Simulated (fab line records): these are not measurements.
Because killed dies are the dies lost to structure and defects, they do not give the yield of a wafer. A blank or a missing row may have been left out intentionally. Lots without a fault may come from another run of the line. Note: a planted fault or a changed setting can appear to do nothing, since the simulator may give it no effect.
Chamber matching    flow berkeley cmos170    UCB170_V1_CMP_02 on cmp-02: 4 sister chambers
The step polishes SiO2. 4 wafers are shown with their chamber, then 7 later ones without.

EACH WAFER AND ITS CHAMBER
wafer   chamber  motor current A (A)
L382.5  2        15.7
L383.4  1        15.4
L386.2  3        16.9
L386.4  0        19.3

WAFERS WITHOUT THEIR CHAMBER
wafer   motor current A (A)
L386.5  17.9
L390.1  18.8
L390.2  15.8
L390.4  16.4
L401.2  18.5
L401.4  16.1
L401.5  18.8

EACH ONE'S CHAMBER
wafer   from the rows above           in truth
L386.5  can't be placed: 3 or 0 or 2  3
L390.1  0                             0
L390.2  can't be placed: 2 or 1 or 3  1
L390.4  can't be placed: 3 or 2 or 1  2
L401.2  can't be placed: 0 or 3       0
L401.4  can't be placed: 2 or 1 or 3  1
L401.5  0                             0
Correctly placed: 2 of 7. Unplaceable from these rows: 5, with the true chamber sitting among the candidates in 5. Number placed wrongly: 0.
How it was worked out, from the rows above alone: a wafer's distance from a chamber is the root of the sum, over the readings, of the square of ((its reading less the chamber's mean) divided by the reading's scatter). The wafer belongs to the nearest chamber; if the next one is less than 2 further off, it can't be placed. For every chamber, the mean is computed from those of its wafers that are shown. The scatter (one wafer shown for each chamber): square how far every hidden wafer sits from the nearest shown wafer, average those squares and take the square root.
